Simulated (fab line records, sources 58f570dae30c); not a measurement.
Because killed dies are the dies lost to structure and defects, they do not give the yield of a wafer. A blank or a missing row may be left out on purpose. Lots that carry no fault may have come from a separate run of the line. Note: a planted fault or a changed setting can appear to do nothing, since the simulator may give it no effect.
2 desks looking at one fault    flow berkeley-cmos170    what lay behind the numbers comes last; until then each desk has only its own

FROM THE METROLOGY DESK
What the gauges read, lot by lot, whatever tool the lot ran on: means of the sampled wafers that have a number. If a lot's mean is further than 4 standard deviations from the usual mean, the lot is out of limits and carries the mark OUT (the distance appears in the brackets).
Columns: A = ACTIVE_OXIDE_THK at UCB170_ACTIVE_THK_MEAS_03, usual 26.1 nm; B = SCREENOX_OXIDE_THK at UCB170_SCREENOX_THK_MEAS_02, usual 14.16 nm; C = PLDD_OVL at UCB170_PLDD_OVL_MEAS_07, usual 0 nm
lot   first seen here  A     B      C
L697  day 4 06:17      26.1  14.30  -5
L698  day 4 17:54      26.1  14.40  3
L699  day 4 17:55      25.8  13.87  9
L700  day 5 03:43      26.4  14.18  2
L701  day 5 08:11      26.5  14.49  -10
L702  day 5 18:39      26.3  14.00  2
L704  day 5 22:14      26.0  14.22  -0
L706  day 6 05:30      25.7  13.94  4
L710  day 6 19:49      25.6  14.28  4
L713  day 7 05:43      24.8  13.91  4
L715  day 7 10:14      25.1  14.32  1
L712  day 7 10:17      26.0  13.75  -1
L716  day 8 00:44      26.3  14.31  0
L718  day 8 07:36      26.2  14.21  0
L719  day 8 07:37      27.0  14.14  -3
Result from this desk: across the 15 lots, nothing is out of limits.

TOOL OWNER'S DESK, litho-track-02
UCB170_PWELL_PEB_11, tool's own readings: per-lot mean of the sampled wafers with a number, covering each lot this tool ran. If a lot's mean is further than 4 standard deviations from the usual mean, the lot is out of limits and carries the mark OUT (the distance appears in the brackets).
Columns: A = exhaust-pa at UCB170_PWELL_PEB_11, usual 44.9 Pa; B = heater-power-total-W at UCB170_PWELL_PEB_11, usual 56.81 W; C = plate-temp-C at UCB170_PWELL_PEB_11, usual 129.99 C
lot   first seen here  A     B                C
L697  day 3 02:49      44.4  56.81            130.02
L699  day 3 15:50      43.6  56.77            130.06
L700  day 4 01:16      45.5  56.74            130.01
L701  day 4 08:16      46.1  57.84 (+23) OUT  131.95 (+15) OUT
L702  day 4 20:56      46.0  57.83 (+23) OUT  131.83 (+14) OUT
L706  day 5 10:35      45.3  57.84 (+23) OUT  131.89 (+15) OUT
This desk finds L701, L702, L706 out of limits, L701 being first, at day 4 08:16 (heater-power-total-W at UCB170_PWELL_PEB_11). L697, L699, L700 stayed within limits.

TAKEN TOGETHER
The tool owner's desk had the chance to raise an alarm at day 4 08:16 on L701, L702, L706.
At the metrology desk, nothing out of limits was observed.
The metrology desk holds a record of L701, L702, L706, inside its limits.
UCB170_PWELL_PEB_11 was run on litho-track-02 by each of the lots named.

WHAT HAD BEEN PUT IN BY THE SIMULATOR
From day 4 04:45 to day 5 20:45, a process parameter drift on litho-track-02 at UCB170_PWELL_PEB_11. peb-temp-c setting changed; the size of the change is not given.
Lots struck among those shown: L701, L702, L706.
Hours from the fault's start to each desk's first reading out of limits: the tool owner's desk, 4.
